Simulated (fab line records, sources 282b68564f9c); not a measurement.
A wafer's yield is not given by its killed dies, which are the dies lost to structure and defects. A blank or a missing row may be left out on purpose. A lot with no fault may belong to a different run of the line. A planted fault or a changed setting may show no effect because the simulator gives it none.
fab line records	flow ritCmos
record lots=5	wafers=15	lastDay=7
route steps=202 shown CONTACT@170 M1@184
lots untouched by any fault: they come from a run of this same line in which no faults occurred
startH: hours from the record's first day to the start of the lot's first wafer shown	waitH: time in hours since the lot's previous step	" unchanged from the row above	L1.1+2: a single row standing in for several wafers	- no value, or no start was given	* or withheld: withheld	< > ~ a bound
route shown NAME@n: a module of which the file shows steps, and the number in the route of the first	usual: mean/standard deviation of fault-free wafers	same: alike in all rows	chamber/n: place in a boat	sites: per-site readings	_std_site: the values' standard deviation	_edge_site: mean of outer sites minus mean of inner sites	radiusMm: for every site, how far away it sits from the centre of the wafer	mask NAME#n: copy n	behind: tool/chamber where the wafer was last shaped	hold: cause of the lot's hold/its duration in hours/its outcome	device: transistor that didn't switch, given as n, p or np	end of line: tests run on the same wafers once the route is complete	a step with no rows: only its recipe	killed: the dies lost at the first sort to structure and to defects; this is not the yield of the wafer	map: dies across one wafer; x = killed, . = not, _ = none there
set.NAME: the setting the step ran with; set.NAME@STEP: the setting that earlier step ran with	model.NAME: the simulator's own value behind a step, which no gauge read
a table for each step, a row for each wafer; lots at some steps of the route
services: the hour from which a tool's chamber was out of use, counted from the record's first day as startH (under 0 if before that day), plus the number of hours and why
## steps
# step RIT_CONTACT_HMDS_02
# recipe primeTimeS=60	primeTempC=140
lot.wafer	tool	chamber	startH	waitH
L083.1+2+6	lithoTrack-01	0	96.57	0.1
L086.1+3+6	lithoTrack-02	0	111.05	0.1
L087.2+4+6	lithoTrack-01	0	115.26	0.2
L092.2+3+4	lithoTrack-01	0	141.96	0.1
L095.2+3+6	lithoTrack-01	0	154.83	0.1
# step RIT_CONTACT_COAT_03
# recipe resist=NOVOLAK	spinRpm=3250	resistThkNm=1000
lot.wafer	tool	chamber	startH	waitH
L083.1+2+6	lithoTrack-01	0	96.72	0.1
L086.1+3+6	lithoTrack-02	0	111.20	0.1
L087.2+4+6	lithoTrack-01	0	115.41	0.1
L092.2+3+4	lithoTrack-01	0	142.11	0.1
L095.2+3+6	lithoTrack-01	0	154.98	0.1
# step RIT_CONTACT_SOFTBAKE_04
# recipe resist=NOVOLAK	tempC=90	timeS=60
lot.wafer	tool	chamber	startH	waitH
L083.1+2+6	lithoTrack-01	0	96.87	0.1
L086.1+3+6	lithoTrack-02	0	111.35	0.1
L087.2+4+6	lithoTrack-01	0	115.56	0.1
L092.2+3+4	lithoTrack-01	0	142.26	0.1
L095.2+3+6	lithoTrack-01	0	155.13	0.1
# step RIT_CONTACT_EXPOSE_05
# recipe maskId=M11	na=0.6	sourceShape=conventional	sigmaOuter=0.5	targetCdNm=1000	doseMj=250
lot.wafer	tool	chamber	startH	waitH	mask
L083.1+2+6	ilineStepper-01	0	97.15	0.2	M11#0
L086.1+3+6	ilineStepper-01	0	111.50	0.1	M11#0
L087.2+4+6	ilineStepper-02	0	115.83	0.2	M11#0
L092.2+3+4	ilineStepper-02	0	142.52	0.2	M11#0
L095.2+3+6	ilineStepper-02	0	155.40	0.2	M11#0
# step RIT_CONTACT_PEB_06
# recipe resist=NOVOLAK	tempC=withheld	timeS=withheld
lot.wafer	tool	chamber	startH	waitH
L083.1+2+6	lithoTrack-02	0	97.26	0.1
L086.1+3+6	lithoTrack-03	0	111.79	0.3
L087.2+4+6	lithoTrack-02	0	115.95	0.1
L092.2+3+4	lithoTrack-01	0	142.65	0.1
L095.2+3+6	lithoTrack-03	0	155.56	0.1
# step RIT_CONTACT_DEVELOP_07
# recipe resist=NOVOLAK	developTimeS=120	devTempC=23
lot.wafer	tool	chamber	startH	waitH
L083.1+2+6	lithoTrack-02	0	-	-
L086.1+3+6	lithoTrack-03	0	-	-
L087.2+4+6	lithoTrack-02	0	-	-
L092.2+3+4	lithoTrack-01	0	-	-
L095.2+3+6	lithoTrack-03	0	-	-
# step RIT_CONTACT_CD_MEAS_08
# recipe targetCdNm=1000
# usual cdNm=1000.5/2
lot.wafer	tool	chamber	startH	waitH	cdNm
L083.1	cdSem-01	-	97.66	-	997.7
L083.2	"	-	"	"	997.5
L083.6	"	-	"	"	998.5
L086.1	cdSem-02	-	112.19	-	1001.3
L086.3	"	-	"	"	1003.8
L086.6	"	-	"	"	1000.3
L087.2	cdSem-02	-	116.35	-	1000.2
L087.4	"	-	"	"	1001.5
L087.6	"	-	"	"	998.6
L092.2	cdSem-02	-	143.04	-	1001.6
L092.3	"	-	"	"	1003.3
L092.4	"	-	"	"	1001.3
L095.2	cdSem-02	-	155.96	-	1003.4
L095.3	"	-	"	"	1001.7
L095.6	"	-	"	"	1002.5
# step RIT_CONTACT_OVL_MEAS_09
# usual CONTACT_OVL=0.4/1.7
lot.wafer	tool	chamber	startH	waitH	CONTACT_OVL[nm]
L083.1	overlay-02	-	97.78	0.1	0.9
L083.2	"	-	"	"	0.2
L083.6	"	-	"	"	0.9
L086.1	overlay-01	-	112.31	0.1	3.1
L086.3	"	-	"	"	2.1
L086.6	"	-	"	"	3.6
L087.2	overlay-01	-	116.45	0.1	1.1
L087.4	"	-	"	"	0.9
L087.6	"	-	"	"	1.9
L092.2	overlay-02	-	143.15	0.1	-1.6
L092.3	"	-	"	"	-0.2
L092.4	"	-	"	"	-2.1
L095.2	overlay-01	-	156.07	0.1	-0.2
L095.3	"	-	"	"	0.0
L095.6	"	-	"	"	0.5
# step RIT_CONTACT_HARDBAKE_10
# recipe resist=NOVOLAK	tempC=140	timeS=60
lot.wafer	tool	chamber	startH	waitH
L083.1+2+6	lithoTrack-02	0	97.82	0.0
L086.1+3+6	lithoTrack-02	0	112.34	0.0
L087.2+4+6	lithoTrack-02	0	116.51	0.0
L092.2+3+4	lithoTrack-01	0	143.47	0.3
L095.2+3+6	lithoTrack-02	0	156.25	0.2
# step RIT_CONTACT_ETCH_11
# recipe targetDepthA=4800	overEtchFrac=0.2	stopOn=TiSi2	chemistry=CHF3/CF4/Ar	target=SiO2	CHF3_flow_sccm=50	cf4FlowSccm=10	Ar_flow_sccm=100	O2_flow_sccm=5	pressureMtorr=100	rfW=200	timeS=320
# usual drypumpMotorCurrentA=5.7/0.5	oesProductAu=0.988/0.011	throttleValvePct=8.84/0.1
lot.wafer	tool	chamber	startH	waitH	drypumpMotorCurrentA	oesProductAu	rfHoursCounterH	throttleValvePct
L083.1	rieDiel-03	3	97.97	0.1	6.0	1.002	78	8.75
L083.2	"	2	"	"	5.8	0.964	39	8.92
L083.6	"	0	"	"	5.1	0.979	-	8.98
L086.1	rieDiel-04	1	112.49	0.1	6.5	0.981	67	8.96
L086.3	"	0	"	"	5.1	0.998	126	8.85
L086.6	"	3	"	"	5.9	0.991	-	8.90
L087.2	rieDiel-01	2	116.63	0.1	5.3	1.005	81	8.84
L087.4	"	2	"	"	5.3	0.996	-	8.84
L087.6	"	3	"	"	6.5	0.984	-	8.78
L092.2	rieDiel-04	0	143.60	0.1	5.1	0.996	127	8.86
L092.3	"	3	"	"	5.9	0.994	44	8.87
L092.4	"	1	"	"	6.5	0.986	68	8.97
L095.2	rieDiel-01	3	156.37	0.1	6.5	0.984	17	8.76
L095.3	"	1	"	"	5.9	0.992	0	8.95
L095.6	"	1	"	"	5.9	0.996	-	8.92
# step RIT_CONTACT_STRIP_12
# recipe chemistry=O2	timeS=180	resist=NOVOLAK	platenTempC=withheld	powerW=500	pressureMtorr=4000	o2FlowSccm=4000
# usual drypumpMotorCurrentA=5.8/0.3
lot.wafer	tool	chamber	startH	waitH	drypumpMotorCurrentA	rfHoursCounterH
L083.1	plasmaAsher-01	1	98.16	0.1	5.3	42
L083.2	"	0	"	"	6.2	42
L083.6	"	0	"	"	6.2	-
L086.1	plasmaAsher-03	1	112.69	0.1	5.9	45
L086.3	"	1	"	"	5.9	-
L086.6	"	0	"	"	5.5	-
L087.2	plasmaAsher-03	0	116.83	0.1	5.4	46
L087.4	"	0	"	"	5.4	-
L087.6	"	1	"	"	5.9	-
L092.2	plasmaAsher-03	0	143.79	0.1	5.4	49
L092.3	"	0	"	"	5.4	-
L092.4	"	1	"	"	6.0	-
L095.2	plasmaAsher-01	1	156.57	0.1	5.3	46
L095.3	"	1	"	"	5.3	-
L095.6	"	1	"	"	5.3	-
# step RIT_CONTACT_CD_MEAS_90
# recipe targetCdNm=1000
# usual cdNm=1000.6/1.9
lot.wafer	tool	chamber	startH	waitH	cdNm
L083.1	cdSem-01	-	98.34	0.1	998.2
L083.2	"	-	"	"	998.2
L083.6	"	-	"	"	999.0
L086.1	cdSem-01	-	112.86	0.1	1001.3
L086.3	"	-	"	"	1004.0
L086.6	"	-	"	"	1000.1
L087.2	cdSem-01	-	117.09	0.2	1000.1
L087.4	"	-	"	"	1001.7
L087.6	"	-	"	"	998.7
L092.2	cdSem-01	-	143.99	0.1	1001.6
L092.3	"	-	"	"	1003.4
L092.4	"	-	"	"	1000.6
L095.2	cdSem-01	-	156.76	0.1	1003.8
L095.3	"	-	"	"	1001.5
L095.6	"	-	"	"	1002.0
# step RIT_CONTACT_CLEAN_13
# recipe chemistry=SC1	mix=3:3:50	timeS=600	tempC=75
# usual bathHeatDutyPct=16.2/2
lot.wafer	tool	chamber	startH	waitH	bathHeatDutyPct
L083.1	wetBench-02	2	98.46	0.1	16.2
L083.2	"	2	"	"	14.2
L083.6	"	2	"	"	15.7
L086.1	wetBench-01	3	112.98	0.1	15.1
L086.3	"	3	"	"	16.1
L086.6	"	3	"	"	17.0
L087.2	wetBench-01	1	117.19	0.1	14.5
L087.4	"	1	"	"	12.8
L087.6	"	1	"	"	13.5
L092.2	wetBench-03	1	144.09	0.1	18.0
L092.3	"	1	"	"	17.8
L092.4	"	1	"	"	19.8
L095.2	wetBench-03	1	156.86	0.1	17.6
L095.3	"	1	"	"	17.8
L095.6	"	1	"	"	18.1
# step RIT_CONTACT_CLEAN_14
# recipe chemistry=SC2	mix=3:3:50	timeS=600	tempC=75	dry=n2Spin
# usual bathHeatDutyPct=15.6/1.6
lot.wafer	tool	chamber	startH	waitH	bathHeatDutyPct
L083.1	wetBench-03	0	98.63	0.0	15.6
L083.2	"	0	"	"	16.6
L083.6	"	0	"	"	16.0
L086.1	wetBench-03	0	113.16	0.0	15.8
L086.3	"	0	"	"	17.2
L086.6	"	0	"	"	16.4
L087.2	wetBench-02	0	117.36	0.0	17.3
L087.4	"	0	"	"	18.2
L087.6	"	0	"	"	18.2
L092.2	wetBench-02	1	144.44	0.0	15.5
L092.3	"	1	"	"	13.4
L092.4	"	1	"	"	15.6
L095.2	wetBench-02	0	157.21	0.0	16.8
L095.3	"	0	"	"	18.5
L095.6	"	0	"	"	16.6
# step RIT_M1_SPUTTER_00
# recipe material=Al	targetThkNm=400	powerW=2000	chamberPressurePa=0.4	gas=Ar	timeS=500	substrateTempC=25
# usual chamberPressurePa=0.4001/0.00074	throttleValvePct=30.0/0.93
lot.wafer	tool	chamber	startH	waitH	chamberPressurePa	throttleValvePct
L083.1	pvdSputter-02	-	98.81	0.0	0.4007	30.6
L083.2	"	-	"	"	0.4011	30.2
L083.6	"	-	"	"	0.3984	30.2
L086.1	pvdSputter-03	-	113.35	0.0	0.4002	27.9
L086.3	"	-	"	"	0.4001	30.0
L086.6	"	-	"	"	0.4002	30.2
L087.2	pvdSputter-04	-	117.54	0.0	0.3987	30.5
L087.4	"	-	"	"	0.3997	30.7
L087.6	"	-	"	"	0.3993	30.7
L092.2	pvdSputter-04	-	144.61	0.0	0.4010	30.5
L092.3	"	-	"	"	0.4005	30.5
L092.4	"	-	"	"	0.4004	30.4
L095.2	pvdSputter-03	-	157.42	0.0	0.3988	27.7
L095.3	"	-	"	"	0.3999	29.8
L095.6	"	-	"	"	0.4004	29.8
# step RIT_M1_RS_MEAS_01
# recipe thkMeasGauge=four-point-probe	reads=Al_of_M1_SPUTTER_00
# usual M1_AL_RS=0.0732/0.00088
lot.wafer	tool	chamber	startH	waitH	M1_AL_RS[ohm/sq]
L083.1	filmMetro-01	-	99.10	0.1	0.0729
L083.2	"	-	"	"	0.0729
L083.6	"	-	"	"	0.0725
L086.1	filmMetro-01	-	113.64	0.1	0.0735
L086.3	"	-	"	"	0.0731
L086.6	"	-	"	"	0.0730
L087.2	filmMetro-04	-	117.85	0.2	0.0754
L087.4	"	-	"	"	0.0754
L087.6	"	-	"	"	0.0758
L092.2	filmMetro-01	-	144.93	0.2	0.0738
L092.3	"	-	"	"	0.0738
L092.4	"	-	"	"	0.0742
L095.2	filmMetro-01	-	157.74	0.2	0.0739
L095.3	"	-	"	"	0.0731
L095.6	"	-	"	"	0.0730
# step RIT_M1_THK_MEAS_02
# recipe thkMeasGauge=xrf	reads=Al_of_M1_SPUTTER_00
# usual M1_AL_THK=405/5.5
lot.wafer	tool	chamber	startH	waitH	M1_AL_THK[nm]
L083.1	filmMetro-01	-	99.22	0.1	405
L083.2	"	-	"	"	405
L083.6	"	-	"	"	410
L086.1	filmMetro-01	-	113.76	0.1	405
L086.3	"	-	"	"	407
L086.6	"	-	"	"	406
L087.2	filmMetro-04	-	117.96	0.1	396
L087.4	"	-	"	"	398
L087.6	"	-	"	"	395
L092.2	filmMetro-01	-	145.04	0.1	400
L092.3	"	-	"	"	399
L092.4	"	-	"	"	398
L095.2	filmMetro-01	-	157.85	0.1	399
L095.3	"	-	"	"	401
L095.6	"	-	"	"	401
# step RIT_M1_HMDS_03
# recipe primeTimeS=60	primeTempC=140
lot.wafer	tool	chamber	startH	waitH
L083.1+2+6	lithoTrack-02	0	99.42	0.2
L086.1+3+6	lithoTrack-02	0	113.82	0.1
L087.2+4+6	lithoTrack-02	0	118.04	0.1
L092.2+3+4	lithoTrack-01	0	145.15	0.1
L095.2+3+6	lithoTrack-02	0	157.92	0.1
# step RIT_M1_COAT_04
# recipe resist=NOVOLAK	spinRpm=2000	resistThkNm=1300
lot.wafer	tool	chamber	startH	waitH
L083.1+2+6	lithoTrack-02	0	99.57	0.1
L086.1+3+6	lithoTrack-02	0	113.97	0.1
L087.2+4+6	lithoTrack-02	0	118.19	0.1
L092.2+3+4	lithoTrack-01	0	145.30	0.1
L095.2+3+6	lithoTrack-02	0	158.07	0.1
# step RIT_M1_SOFTBAKE_05
# recipe resist=NOVOLAK	tempC=90	timeS=60
lot.wafer	tool	chamber	startH	waitH
L083.1+2+6	lithoTrack-02	0	99.72	0.1
L086.1+3+6	lithoTrack-02	0	114.12	0.1
L087.2+4+6	lithoTrack-02	0	118.34	0.1
L092.2+3+4	lithoTrack-01	0	145.45	0.1
L095.2+3+6	lithoTrack-02	0	158.22	0.1
# step RIT_M1_EXPOSE_06
# recipe maskId=M12	na=0.6	sourceShape=conventional	sigmaOuter=0.5	targetCdNm=2600	doseMj=250
lot.wafer	tool	chamber	startH	waitH	mask
L083.1+2+6	ilineStepper-02	0	99.87	0.1	M12#0
L086.1+3+6	ilineStepper-01	0	114.40	0.2	M12#0
L087.2+4+6	ilineStepper-01	0	118.48	0.1	M12#0
L092.2+3+4	ilineStepper-01	0	145.60	0.1	M12#0
L095.2+3+6	ilineStepper-02	0	158.36	0.1	M12#0
# step RIT_M1_PEB_07
# recipe resist=NOVOLAK	tempC=withheld	timeS=withheld
lot.wafer	tool	chamber	startH	waitH
L083.1+2+6	lithoTrack-04	0	99.98	0.1
L086.1+3+6	lithoTrack-04	0	114.52	0.1
L087.2+4+6	lithoTrack-02	0	118.61	0.1
L092.2+3+4	lithoTrack-02	0	145.72	0.1
L095.2+3+6	lithoTrack-01	0	158.49	0.1
# step RIT_M1_DEVELOP_08
# recipe resist=NOVOLAK	developTimeS=68	devTempC=23
lot.wafer	tool	chamber	startH	waitH
L083.1+2+6	lithoTrack-04	0	-	-
L086.1+3+6	lithoTrack-04	0	-	-
L087.2+4+6	lithoTrack-02	0	-	-
L092.2+3+4	lithoTrack-02	0	-	-
L095.2+3+6	lithoTrack-01	0	-	-
# step RIT_M1_CD_MEAS_09
# recipe targetCdNm=2600
# usual cdNm=2600.0/2.6
lot.wafer	tool	chamber	startH	waitH	cdNm
L083.1	cdSem-02	-	100.30	-	2600.4
L083.2	"	-	"	"	2603.5
L083.6	"	-	"	"	2600.2
L086.1	cdSem-01	-	114.83	-	2598.5
L086.3	"	-	"	"	2600.4
L086.6	"	-	"	"	2598.5
L087.2	cdSem-01	-	118.91	-	2600.8
L087.4	"	-	"	"	2601.6
L087.6	"	-	"	"	2602.4
L092.2	cdSem-02	-	146.03	-	2601.6
L092.3	"	-	"	"	2599.2
L092.4	"	-	"	"	2600.6
L095.2	cdSem-02	-	158.80	-	2597.3
L095.3	"	-	"	"	2596.6
L095.6	"	-	"	"	2598.8
# step RIT_M1_OVL_MEAS_10
# usual M1_OVL=0.5/1.4
lot.wafer	tool	chamber	startH	waitH	M1_OVL[nm]
L083.1	overlay-02	-	100.42	0.1	-0.7
L083.2	"	-	"	"	0.4
L083.6	"	-	"	"	0.1
L086.1	overlay-02	-	114.95	0.1	0.5
L086.3	"	-	"	"	3.3
L086.6	"	-	"	"	0.8
L087.2	overlay-02	-	119.02	0.1	1.5
L087.4	"	-	"	"	0.8
L087.6	"	-	"	"	-0.4
L092.2	overlay-01	-	146.13	0.1	-0.6
L092.3	"	-	"	"	-0.6
L092.4	"	-	"	"	-1.6
L095.2	overlay-02	-	158.90	0.1	2.0
L095.3	"	-	"	"	2.4
L095.6	"	-	"	"	1.4
# step RIT_M1_HARDBAKE_11
# recipe resist=NOVOLAK	tempC=140	timeS=120
lot.wafer	tool	chamber	startH	waitH
L083.1+2+6	lithoTrack-01	0	100.45	0.0
L086.1+3+6	lithoTrack-01	0	114.99	0.0
L087.2+4+6	lithoTrack-01	0	119.09	0.1
L092.2+3+4	lithoTrack-01	0	146.20	0.1
L095.2+3+6	lithoTrack-02	0	158.97	0.1
# step RIT_M1_METAL_ETCH_12
# recipe stopOn=SiO2	chemistry=Cl2/BCl3	target=Al	timeS=165	overEtchFrac=0.5	pressureMtorr=100	targetDepthA=6000	rfW=250	Cl2_flow_sccm=60	bcl3FlowSccm=50
# usual drypumpMotorCurrentA=5.4/0.53	oesProductAu=0.780/0.014	throttleValvePct=8.23/0.13
lot.wafer	tool	chamber	startH	waitH	drypumpMotorCurrentA	oesProductAu	rfHoursCounterH	throttleValvePct
L083.1	rieMetal-03	1	100.70	0.2	5.3	0.771	4	8.15
L083.2	"	0	"	"	6.3	0.789	4	8.15
L083.6	"	1	"	"	5.3	0.778	-	8.17
L086.1	rieMetal-03	0	115.24	0.2	6.2	0.780	4	8.15
L086.3	"	1	"	"	5.3	0.772	-	8.17
L086.6	"	1	"	"	5.3	0.772	-	8.17
L087.2	rieMetal-04	0	119.30	0.2	5.2	0.750	3	8.20
L087.4	"	1	"	"	5.3	0.777	-	8.39
L087.6	"	1	"	"	5.3	0.768	-	8.38
L092.2	rieMetal-04	0	146.41	0.2	5.2	0.752	3	8.20
L092.3	"	0	"	"	5.2	0.753	-	8.18
L092.4	"	1	"	"	5.3	0.778	-	8.36
L095.2	rieMetal-02	0	159.24	0.2	4.6	0.763	-	8.10
L095.3	"	0	"	"	4.6	0.770	-	8.10
L095.6	"	0	"	"	4.6	0.769	-	8.10
# step RIT_M1_STRIP_13
# recipe chemistry=nmp	resist=NOVOLAK	tempC=80	timeS=600	dry=n2Spin
# usual bathHeatDutyPct=18.2/1.7
lot.wafer	tool	chamber	startH	waitH	bathHeatDutyPct
L083.1	wetBench-02	0	100.87	0.1	21.0
L083.2	"	0	"	"	19.3
L083.6	"	0	"	"	19.4
L086.1	wetBench-04	1	115.40	0.1	18.5
L086.3	"	1	"	"	18.6
L086.6	"	1	"	"	20.5
L087.2	wetBench-02	3	119.46	0.1	19.8
L087.4	"	3	"	"	18.5
L087.6	"	3	"	"	19.8
L092.2	wetBench-01	0	146.57	0.1	18.2
L092.3	"	0	"	"	18.8
L092.4	"	0	"	"	19.4
L095.2	wetBench-04	1	159.51	0.2	20.2
L095.3	"	1	"	"	19.8
L095.6	"	1	"	"	17.9
# step RIT_M1_STRIP_14
# recipe chemistry=O2	timeS=180	platenTempC=withheld	powerW=500	pressureMtorr=4000	o2FlowSccm=4000
# usual drypumpMotorCurrentA=5.7/0.33
lot.wafer	tool	chamber	startH	waitH	drypumpMotorCurrentA	rfHoursCounterH
L083.1	plasmaAsher-01	0	101.04	0.0	6.2	43
L083.2	"	1	"	"	5.3	43
L083.6	"	0	"	"	6.2	-
L086.1	plasmaAsher-02	1	115.57	0.0	5.9	35
L086.3	"	0	"	"	5.3	-
L086.6	"	1	"	"	5.9	-
L087.2	plasmaAsher-02	0	119.64	0.0	5.3	35
L087.4	"	0	"	"	5.3	-
L087.6	"	1	"	"	5.9	-
L092.2	plasmaAsher-02	1	146.75	0.0	5.9	39
L092.3	"	1	"	"	5.9	-
L092.4	"	0	"	"	5.3	-
L095.2	plasmaAsher-01	0	159.70	0.0	6.1	47
L095.3	"	1	"	"	5.3	-
L095.6	"	1	"	"	5.3	-
# step RIT_M1_CD_MEAS_90
# recipe targetCdNm=2600
# usual cdNm=2599.7/2.8
lot.wafer	tool	chamber	startH	waitH	cdNm
L083.1	cdSem-02	-	101.22	0.1	2600.4
L083.2	"	-	"	"	2603.2
L083.6	"	-	"	"	2601.1
L086.1	cdSem-01	-	115.75	0.1	2599.6
L086.3	"	-	"	"	2601.4
L086.6	"	-	"	"	2598.0
L087.2	cdSem-01	-	119.83	0.1	2600.7
L087.4	"	-	"	"	2601.1
L087.6	"	-	"	"	2602.6
L092.2	cdSem-02	-	146.94	0.1	2599.1
L092.3	"	-	"	"	2597.9
L092.4	"	-	"	"	2600.0
L095.2	cdSem-02	-	159.89	0.1	2597.6
L095.3	"	-	"	"	2596.4
L095.6	"	-	"	"	2599.4
# step RIT_M1_ANNEAL_15
# recipe tempC=450	timeS=1800	ambient=forming_gas_H2N2
# usual zonePowerSourcePct=6.8/0.48
lot.wafer	tool	chamber	startH	waitH	zonePowerSourcePct
L083.1	-	-	101.94	0.7	6.7
L083.2	"	-	"	"	6.8
L083.6	"	-	"	"	6.9
L086.1	-	-	115.87	0.1	6.3
L086.3	"	-	"	"	6.3
L086.6	"	-	"	"	6.3
L087.2	-	-	119.93	0.1	6.8
L087.4	"	-	"	"	6.8
L087.6	"	-	"	"	6.8
L092.2	-	-	147.04	0.1	6.9
L092.3	"	-	"	"	6.7
L092.4	"	-	"	"	6.8
L095.2	-	-	160.24	0.3	6.7
L095.3	"	-	"	"	6.7
L095.6	"	-	"	"	6.7
# step RIT_M1_BOW_MEAS_16
# recipe mode=bow
# usual M1_BOW=17/6
lot.wafer	tool	chamber	startH	waitH	M1_BOW[um]
L083.1	filmMetro-04	-	103.44	0.0	20
L083.2	"	-	"	"	31
L083.6	"	-	"	"	16
L086.1	filmMetro-04	-	117.37	0.0	22
L086.3	"	-	"	"	20
L086.6	"	-	"	"	19
L087.2	filmMetro-01	-	121.45	0.0	19
L087.4	"	-	"	"	19
L087.6	"	-	"	"	17
L092.2	filmMetro-01	-	148.61	0.1	20
L092.3	"	-	"	"	14
L092.4	"	-	"	"	27
L095.2	filmMetro-01	-	161.76	0.0	7
L095.3	"	-	"	"	12
L095.6	"	-	"	"	16
# step RIT_M1_PROBE_99
# usual defectLimitedYield=97.3/1.3	killedAtContacts=0.1/0.25	killedAtFrontEnd=7/3.3	killedDies=7/3.3	killedOpen=3.6/2	killedShort=3.6/2.1	sort_bin_3_pad_short=0.1/0.25	sort_bin_5_function=1.6/0.91	sort_bin_6_memory=1.0/0.65	sortNPass=257/3.3	sortYieldPct=97.3/1.3
# same grossDies=264	killed_at_M0_to_M3=0	killed_at_M4_up=0	killedAtBackSide=0	killedAtOther=0
lot.wafer	tool	chamber	startH	waitH	defectLimitedYield[%]	killedAtContacts	killedAtFrontEnd	killedDies	killedOpen	killedShort	sort_bin_3_pad_short[%]	sort_bin_5_function[%]	sort_bin_6_memory[%]	sortNPass	sortYieldPct[%]
L083.1	prober-02	-	103.56	0.1	97.0	0	8	8	4	4	0	1.5	1.5	256	97.0
L083.2	prober-02	-	103.61	0.1	98.1	0	5	5	2	3	0.4	0.4	1.1	259	98.1
L083.6	prober-02	-	103.81	0.2	99.6	0	1	1	1	0	0	0.4	0	263	99.6
L086.1	prober-01	-	117.49	0.1	98.1	0	5	5	3	2	0	1.5	0.4	259	98.1
L086.3	prober-01	-	117.59	0.2	98.5	0	4	4	2	2	0	1.1	0.4	260	98.5
L086.6	prober-01	-	117.74	0.2	96.6	0	9	9	4	5	0.8	2.3	0.4	255	96.6
L087.2	prober-02	-	121.60	0.1	97.7	0	6	6	3	3	0.8	1.5	0	258	97.7
L087.4	prober-02	-	121.70	0.2	97.0	0	8	8	3	5	0.4	1.9	0.8	256	97.0
L087.6	prober-02	-	121.80	0.2	98.5	0	4	4	4	0	0	0.8	0.8	260	98.5
L092.2	prober-01	-	148.76	0.1	95.1	0	13	13	7	6	0	4.2	0.8	251	95.1
L092.3	prober-01	-	148.81	0.2	94.3	1	14	15	7	8	0.4	4.2	1.1	249	94.3
L092.4	prober-01	-	148.86	0.2	95.8	0	11	11	7	4	0	2.7	1.5	253	95.8
L095.2	prober-02	-	161.91	0.1	97.7	0	6	6	3	3	0	2.3	0	258	97.7
L095.3	prober-02	-	161.96	0.2	98.1	0	5	5	1	4	0.4	1.1	0.4	259	98.1
L095.6	prober-02	-	162.11	0.2	98.9	0	3	3	1	2	0	0.4	0.8	261	98.9
# killed by level:class
L083.1 SPACER:geometricParticle:short=2 FOX2:geometricParticle:open=1 FOX2:geometricParticle:short=1 GATE:geometricParticle:open=1 GATE:geometricParticle:short=1 SPACER:geometricParticle:open=1 SILICIDE:geometricParticle:open=1
L083.2 FOX2:geometricParticle:short=1 GATE:geometricParticle:open=1 REOX:geometricParticle:short=1 SILICIDE:geometricParticle:open=1 SILICIDE:geometricParticle:short=1
L083.6 SILICIDE:geometricParticle:open=1
L086.1 GATE:geometricParticle:open=2 FOX2:geometricParticle:open=1 GATE:geometricParticle:short=1 SPACER:geometricParticle:short=1
L086.3 FOX2:geometricParticle:short=2 GATE:geometricParticle:open=2
L086.6 SPACER:geometricParticle:short=3 GATE:geometricParticle:short=2 FOX1:geometricParticle:open=1 GATE:geometricParticle:open=1 SPACER:geometricParticle:open=1 SILICIDE:geometricParticle:open=1
L087.2 GATE:geometricParticle:open=3 GATE:geometricParticle:short=2 FOX1:geometricParticle:short=1
L087.4 GATE:geometricParticle:short=2 FOX1:geometricParticle:short=1 FOX1:geometricParticle:open=1 FOX2:geometricParticle:short=1 GATE:geometricParticle:open=1 SILICIDE:geometricParticle:open=1 SILICIDE:geometricParticle:short=1
L087.6 GATE:geometricParticle:open=3 SILICIDE:geometricParticle:open=1
L092.2 GATE:geometricParticle:open=3 GATE:geometricParticle:short=3 REOX:geometricParticle:open=3 REOX:geometricParticle:short=3 SPACER:geometricParticle:open=1
L092.3 REOX:geometricParticle:short=4 GATE:geometricParticle:open=3 SPACER:geometricParticle:open=3 GATE:geometricParticle:short=2 FOX1:geometricParticle:open=1 SPACER:geometricParticle:short=1 CONTACT:geometricParticle:short=1
L092.4 FOX1:geometricParticle:open=3 GATE:geometricParticle:open=2 REOX:geometricParticle:short=2 FOX1:geometricParticle:short=1 GATE:geometricParticle:short=1 SPACER:geometricParticle:open=1 SILICIDE:geometricParticle:open=1
L095.2 FOX1:geometricParticle:short=2 GATE:geometricParticle:open=2 FOX1:geometricParticle:open=1 REOX:geometricParticle:short=1
L095.3 FOX1:geometricParticle:short=3 FOX2:geometricParticle:short=1 FOX2:geometricParticle:open=1
L095.6 FOX1:geometricParticle:short=1 REOX:geometricParticle:short=1 SPACER:geometricParticle:open=1
## services
tool	chamber	startH	hours	kind
rieDiel-03	1	75.11	-	clean
rieDiel-03	1	75.11	20.8	scheduledDown
rieDiel-03	1	75.11	20.8	ventCycle
furnace-01	-	77.43	2.6	pm
rieDiel-03	2	90.93	5.7	repair
rieDiel-01	1	98.07	-	clean
rieDiel-01	1	98.07	-	consumableReplace:esc
rieDiel-01	1	98.07	27.3	scheduledDown
rieDiel-01	1	98.07	27.3	ventCycle
plasmaAsher-01	-	111.34	10.6	repair
plasmaAsher-01	-	123.88	14.6	pm
rieMetal-02	-	136.12	20.0	pm
rieMetal-02	0	136.12	20.0	ventCycle
rieMetal-02	1	136.12	29.4	ventCycle
pvdSputter-02	-	141.30	8.2	repair
rieMetal-02	1	154.01	11.5	repair
rieMetal-02	0	156.12	-	clean
rieMetal-02	1	156.12	-	clean
## key
fault none
